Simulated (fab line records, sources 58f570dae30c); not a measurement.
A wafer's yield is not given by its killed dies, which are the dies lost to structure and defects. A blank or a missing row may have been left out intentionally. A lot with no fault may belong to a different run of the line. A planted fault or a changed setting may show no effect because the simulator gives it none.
Which of the tools did it?    flow berkeley-cmos170    7 lots, 21 wafers sampled, at 3 steps of a route of 331

## WHAT THE GAUGES SHOWED, per wafer
UCB170_SILICIDE_RS_MEAS_02: the measuring method here is four-point-probe.
lot   measured      on             SILICIDE_TI_RS (ohm/sq)
L105  day 8 20:20   film-metro-01  26.4 26.7 26.3
L106  day 8 20:52   film-metro-03  25.2 25.6 25.7
L111  day 9 10:14   film-metro-03  25.9 25.7 26.1
L112  day 10 03:35  film-metro-03  11.7 11.7 11.7
L117  day 10 21:02  film-metro-01  26.6 26.4 26.3
L119  day 11 06:55  film-metro-02  11.9 11.8 12.0
L125  day 12 18:49  film-metro-03  26.9 26.9 26.9

## WHICH TOOL RAN EACH LOT (tool, then ch and the chambers of the sampled wafers, then the start)
lot   UCB170_NSD_STRIP_09                   UCB170_SILICIDE_SPUTTER_01
L105  plasma-asher-01 ch 0,1, day 8 18:01   pvd-sputter-02, day 8 20:18
L106  plasma-asher-02 ch 0,1, day 8 18:30   pvd-sputter-04, day 8 20:49
L111  plasma-asher-04 ch 0,1, day 9 07:19   pvd-sputter-03, day 9 10:12
L112  plasma-asher-04 ch 0,1, day 10 01:34  pvd-sputter-02, day 10 03:20
L117  plasma-asher-01 ch 0,1, day 10 18:16  pvd-sputter-03, day 10 20:59
L119  plasma-asher-04 ch 1, day 11 02:56    pvd-sputter-03, day 11 06:29
L125  plasma-asher-04 ch 0,1, day 12 13:10  pvd-sputter-02, day 12 18:46
- UCB170_NSD_STRIP_09: strips in O2.
- UCB170_SILICIDE_SPUTTER_01: material Ti, target thk 30 nm, time 25 s.

## THE ANSWER, worked out from the rows above alone
Rule: the lots themselves supply what counts as usual. Put in order of their means at a reading, lots are off if they are a third of the lots or fewer, leave a main group of 4 or more, and stand apart from it by a gap of 3 or more times the standard deviation of the main group's means; of several such gaps the widest counts. A main group whose means are all the same, to the digits that the tables above print for the reading, isn't used. A lot without any number at a reading at which 4 lots or more have one is off too. All remaining lots with rows at the step are treated as sound.
Off: L112, L119, at UCB170_SILICIDE_RS_MEAS_02 (SILICIDE_TI_RS). Mean 26.2 ohm/sq and standard deviation 0.49 in the main group.
If a tool, at a process step before that reading, ran all the lots that are off and no sound lot after the first of them, it fits. The gauges at UCB170_SILICIDE_RS_MEAS_02 are tried like those tools. Of those tried, none fits.

## WHAT THE SIMULATOR PUT IN
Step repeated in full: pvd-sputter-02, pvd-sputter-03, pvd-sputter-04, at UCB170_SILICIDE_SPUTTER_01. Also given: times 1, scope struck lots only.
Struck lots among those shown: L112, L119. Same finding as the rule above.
